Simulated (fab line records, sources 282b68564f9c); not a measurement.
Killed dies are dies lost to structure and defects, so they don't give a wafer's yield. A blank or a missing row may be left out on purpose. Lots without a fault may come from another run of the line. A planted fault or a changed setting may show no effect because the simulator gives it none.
Problem report in the 8D (eight disciplines) form, filled by code | flow rit_cmos | the parts of the form that need people (team, actions taken, sign-off) are left out

1. THE PROBLEM
REOX_OXIDE_THK at RIT_REOX_THK_MEAS_04 reads a mean of 27.9 nm on 9 wafers of 3 lots; wafers without a fault read 25.0 nm with a standard deviation of 0.47. That is +6.1 standard deviations from the usual mean.
First seen on wafer L306.1, day 6 15:59, on film_metro-02. The record holds 45 wafers of 15 lots with a number at this step. Rule for "out", or "out of limits": more than 4 standard deviations from the usual mean. The other wafers with a number count as sound.

2. WHAT IT IS AND WHAT IT IS NOT
question                    | is                                          | is not
which readings at this step | REOX_OXIDE_THK                              | -
which lots                  | L306, L307, L308                            | L288, L289, L290, L292, L293, L294, L295, L296, L298, L304, L309, L311
which wafers of those lots  | all that have a number                      | -
read on which gauges        | film_metro-02, film_metro-03, film_metro-04 | -
when                        | from day 6 15:59                            | up to then (30 sound wafers); but 6 sound wafers of L309, L311 came after

3. SUSPECTS, AND WHAT RULES EACH OUT
Counting: a tool at a process step up to the reading stays a suspect if it ran every lot that is out and no sound lot after the first of them.
- the gauge at RIT_REOX_THK_MEAS_04: ruled out. The wafers that are out were read on 3 gauges (film_metro-02, film_metro-03, film_metro-04).
- furnace-03 at RIT_REOX_OXIDATION_03 (target thk 25.2 nm, ox time 5580 s): kept. It ran every lot that is out, first L306 (day 6 13:26), and no sound lot after that; its last sound lot up to then is L298 (day 4 16:28). Its own readings are out on those wafers: spike_tc_centre_C.
Left after counting: furnace-03 at RIT_REOX_OXIDATION_03.

4. THE CAUSE (what the simulator had put in)
Process parameter drift: furnace-03, from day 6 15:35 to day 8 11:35, at RIT_REOX_OXIDATION_03. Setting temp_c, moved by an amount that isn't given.
Counting left only this tool.

5. THE CHAIN OF EFFECTS, in route order
Each row: a reading whose mean over the struck wafers that have a number lies more than 3 standard deviations from the usual. Only readings for which the record gives a usual standard deviation are gone through. hours: the time from each lot's start at the first step in this table that gives one to its start at this step, as a median over the lots. sigmas: the change in usual standard deviations.
hours | step                  | reading           | usual   | on struck wafers | change | sigmas
0     | RIT_REOX_OXIDATION_03 | spike_tc_centre_C | 903.6 C | 912.8            | +9.2   | +7.1
0     | RIT_REOX_OXIDATION_03 | spike_tc_load_C   | 924.3 C | 936.1            | +11.8  | +4.4
0     | RIT_REOX_OXIDATION_03 | spike_tc_source_C | 921.0 C | 929.8            | +8.8   | +3.4
3     | RIT_REOX_THK_MEAS_04  | REOX_OXIDE_THK    | 25.0 nm | 27.9             | +2.9   | +6.1
The process steps in it:
- RIT_REOX_OXIDATION_03: target thk 25.2 nm, ox time 5580 s.

6. WHAT WOULD HAVE CAUGHT IT SOONER
In this record the first reading out of limits at a measuring or inspecting step was taken at day 6 15:59, 0 hours after the fault began at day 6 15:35.
The tool's own readings at RIT_REOX_OXIDATION_03 were out on every struck wafer that the step has a row for (spike_tc_centre_C): an alarm limit on them would have fired on the first of those.
Of the lots that are out (3), L307, L308 began RIT_REOX_OXIDATION_03 on furnace-03 after day 6 15:59. A hold on the tool at that time would have spared those 2.
